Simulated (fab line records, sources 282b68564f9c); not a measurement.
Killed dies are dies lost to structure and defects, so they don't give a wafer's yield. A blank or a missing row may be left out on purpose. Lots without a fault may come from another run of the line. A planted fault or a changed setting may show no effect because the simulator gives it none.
Which tool did it? | flow rit_cmos | 14 lots, 42 wafers sampled, at 4 steps of a route of 202

WHAT THE GAUGES READ, wafer by wafer
RIT_GATE_THK_MEAS_09. Usual: GATE_POLY_THK 250.9 nm, standard deviation 2.6.
lot  | measured    | on            | GATE_POLY_THK (nm) | flag
L177 | day 2 13:58 | film_metro-03 | 254.8 254.7 250.7  |
L178 | day 2 20:18 | film_metro-01 | 247.8 250.2 248.6  |
L179 | day 3 00:19 | film_metro-01 | 253.5 256.3 255.5  |
L180 | day 3 05:59 | film_metro-04 | 250.9 248.9 249.9  |
L182 | day 3 15:16 | film_metro-04 | 248.0 251.9 251.1  |
L183 | day 3 18:11 | film_metro-04 | 253.5 254.7 252.2  |
L185 | day 4 04:22 | film_metro-01 | 250.2 251.9 252.2  |
L186 | day 4 08:40 | film_metro-03 | 249.8 251.7 250.8  |
L188 | day 4 19:40 | film_metro-01 | 256.5 256.6 255.1  |
L194 | day 6 00:09 | film_metro-04 | 246.0 249.2 247.3  |
L195 | day 6 05:10 | film_metro-04 | 250.2 248.3 251.3  |
L196 | day 6 12:16 | film_metro-01 | 248.2 248.4 248.5  |
L197 | day 6 15:56 | film_metro-01 | 249.4 246.7 249.5  |
L199 | day 7 03:33 | film_metro-03 | 249.9 247.9 249.5  |

RIT_REOX_THK_MEAS_04. Usual: REOX_OXIDE_THK 25.1 nm, standard deviation 0.49.
lot  | measured    | on            | REOX_OXIDE_THK (nm) | flag
L177 | day 2 19:35 | film_metro-04 | 24.9 25.2 25.1      |
L178 | day 3 02:30 | film_metro-04 | 25.0 25.3 25.5      |
L179 | day 3 04:51 | film_metro-04 | 24.9 24.6 24.7      |
L180 | day 3 11:59 | film_metro-04 | 24.6 24.7 25.0      |
L182 | day 3 19:49 | film_metro-03 | 26.0 26.5 26.0      |
L183 | day 3 23:14 | film_metro-04 | 24.5 24.7 24.3      |
L185 | day 4 09:03 | film_metro-03 | 24.8 24.8 24.9      |
L186 | day 4 14:18 | film_metro-02 | 26.8 27.1 26.9      | OFF
L188 | day 5 00:14 | film_metro-03 | 27.1 27.7 27.8      | OFF
L194 | day 6 05:16 | film_metro-02 | 24.6 24.8 25.0      |
L195 | day 6 10:50 | film_metro-03 | 25.3 25.4 25.4      |
L196 | day 6 16:50 | film_metro-04 | 24.7 24.9 25.0      |
L197 | day 6 20:43 | film_metro-04 | 25.5 25.6 25.7      |
L199 | day 7 08:54 | film_metro-02 | 24.1 24.2 24.3      |

WHICH TOOL RAN EACH LOT (tool, then ch and the chambers of the sampled wafers, then the start)
lot  | RIT_NRETRO_STRIP_09                 | RIT_REOX_OXIDATION_03
L177 | plasma_asher-01 ch 0,1, day 2 05:42 | furnace-01 ch 0, day 2 17:01
L178 | plasma_asher-01 ch 0,1, day 2 11:53 | furnace-01 ch 0, day 2 23:56
L179 | plasma_asher-02 ch 0,1, day 2 18:22 | furnace-02 ch 0, day 3 02:17
L180 | plasma_asher-01 ch 0,1, day 2 23:19 | furnace-02 ch 0, day 3 09:26
L182 | plasma_asher-03 ch 0,1, day 3 09:25 | furnace-04 ch 0, day 3 17:16
L183 | plasma_asher-03 ch 0,1, day 3 12:38 | furnace-02 ch 0, day 3 20:41
L185 | plasma_asher-03 ch 0,1, day 3 22:25 | furnace-01 ch 0, day 4 06:29
L186 | plasma_asher-03 ch 0,1, day 4 03:23 | furnace-02 ch 0, day 4 11:43
L188 | plasma_asher-03 ch 0,1, day 4 13:55 | furnace-02 ch 0, day 4 21:41
L194 | plasma_asher-03 ch 0,1, day 5 18:19 | furnace-01 ch 0, day 6 02:43
L195 | plasma_asher-03 ch 0,1, day 5 23:33 | furnace-04 ch 0, day 6 08:16
L196 | plasma_asher-01 ch 0,1, day 6 04:47 | furnace-04 ch 0, day 6 14:17
L197 | plasma_asher-01 ch 0,1, day 6 09:50 | furnace-04 ch 0, day 6 18:08
L199 | plasma_asher-02 ch 0,1, day 6 20:28 | furnace-04 ch 0, day 7 06:21
- RIT_NRETRO_STRIP_09: strips in O2, time 180 s.
- RIT_REOX_OXIDATION_03: target thk 25.2 nm, ox time 5580 s.

WHAT THE TOOLS THEMSELVES READ (means of the sampled wafers that have a number; where no wafer has one, the mark that the record gives instead)
RIT_NRETRO_STRIP_09. Usual: drypump_motor_current_A 5.89 A, standard deviation 0.3.
lot  | tool            | drypump_motor_current_A (A) | flag
L177 | plasma_asher-01 | 5.88                        |
L178 | plasma_asher-01 | 5.66                        |
L179 | plasma_asher-02 | 5.57                        |
L180 | plasma_asher-01 | 5.89                        |
L182 | plasma_asher-03 | 6.05                        |
L183 | plasma_asher-03 | 6.07                        |
L185 | plasma_asher-03 | 6.04                        |
L186 | plasma_asher-03 | 6.00                        |
L188 | plasma_asher-03 | 6.04                        |
L194 | plasma_asher-03 | 6.00                        |
L195 | plasma_asher-03 | 6.05                        |
L196 | plasma_asher-01 | 5.89                        |
L197 | plasma_asher-01 | 5.89                        |
L199 | plasma_asher-02 | 5.80                        |

RIT_REOX_OXIDATION_03. Usual: spike_tc_centre_C 902.9 C, standard deviation 1.7; spike_tc_load_C 925.5 C, standard deviation 2.6; spike_tc_source_C 923.4 C, standard deviation 1.3; tube_center_temp_C 900 C, standard deviation 0.072; tube_center_temp_C_max 902.3, standard deviation 0.42; zone_power_source_pct 24.8 %, standard deviation 1.6.
lot  | tool       | spike_tc_centre_C (C) | spike_tc_load_C (C) | spike_tc_source_C (C) | tube_center_temp_C (C) | tube_center_temp_C_max | zone_power_source_pct (%) | flag
L177 | furnace-01 | 904.9                 | 925.2               | 924.5                 | 900                    | 901.8                  | 26.2                      |
L178 | furnace-01 | 903.5                 | 925.4               | 923.8                 | 900                    | 902.1                  | 26.0                      |
L179 | furnace-02 | 901.5                 | 923.0               | 922.8                 | 900                    | 902.3                  | 22.4                      |
L180 | furnace-02 | 901.5                 | 921.9               | 921.8                 | 900                    | 901.9                  | 22.5                      |
L182 | furnace-04 | 903.2                 | 928.8               | 923.5                 | 900                    | 902.2                  | 25.6                      |
L183 | furnace-02 | 901.2                 | 923.7               | 922.6                 | 900                    | 902.2                  | 22.6                      |
L185 | furnace-01 | 904.4                 | 924.4               | 924.7                 | 900                    | 902.6                  | 25.9                      |
L186 | furnace-02 | 908.7                 | 930.9               | 929.3                 | 908                    | 910.2                  | 23.0                      | OFF
L188 | furnace-02 | 908.9                 | 931.7               | 931.4                 | 908                    | 910.7                  | 22.9                      | OFF
L194 | furnace-01 | 904.8                 | 925.4               | 923.2                 | 900                    | 902.2                  | 25.8                      |
L195 | furnace-04 | 903.9                 | 928.7               | 923.3                 | 900                    | 903.0                  | 25.8                      |
L196 | furnace-04 | 902.8                 | 928.9               | 923.2                 | 900                    | 902.3                  | 25.7                      |
L197 | furnace-04 | 903.5                 | 929.4               | 923.2                 | 900                    | 902.3                  | 25.9                      |
L199 | furnace-04 | 903.5                 | 929.1               | 924.3                 | 900                    | 902.2                  | 25.8                      |

THE ANSWER, worked out from the rows above alone
Rule: a lot is off if the mean of its wafers that have a number lies more than 3 standard deviations from the usual mean. A lot without any number at a reading at which 4 lots or more have one is off too. The other lots that the step has rows for count as sound. The gauges are gone through in route order, then the tools' own readings, and for those a lot's mean is taken as printed above. The first step at which some lot is off is used, and at that step the reading that is off furthest; a lot without a number counts as furthest.
Off: L186, L188, at RIT_REOX_THK_MEAS_04 (REOX_OXIDE_THK).
A tool fits if, at a process step before that reading, it ran every lot that is off, and no sound lot after the first of them. The gauges at RIT_REOX_THK_MEAS_04 aren't tried: what is off there is off at RIT_REOX_OXIDATION_03 too, on other tools, and a gauge's error can't cause that. One fits: furnace-02 at RIT_REOX_OXIDATION_03. Its last sound lot is L183 (day 3 20:41), its first lot that is off L186 (day 4 11:43): a fault that began between those two fits.
The tool's own readings at RIT_REOX_OXIDATION_03 bear it out: on the lots that are off they differ by more than 5 times the standard deviation of the sound lots' means. spike_tc_source_C reads 930.3 C there against 923.4 C on the sound lots; tube_center_temp_C reads 908 C there against 900 C on the sound lots; tube_center_temp_C_max reads 910.5 there against 902.3 on the sound lots.

WHAT THE SIMULATOR HAD PUT IN
Process parameter drift: furnace-02, from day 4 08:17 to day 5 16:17, at RIT_REOX_OXIDATION_03. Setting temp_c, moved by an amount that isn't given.
Lots struck among those shown: L186, L188. The rule above found the same.
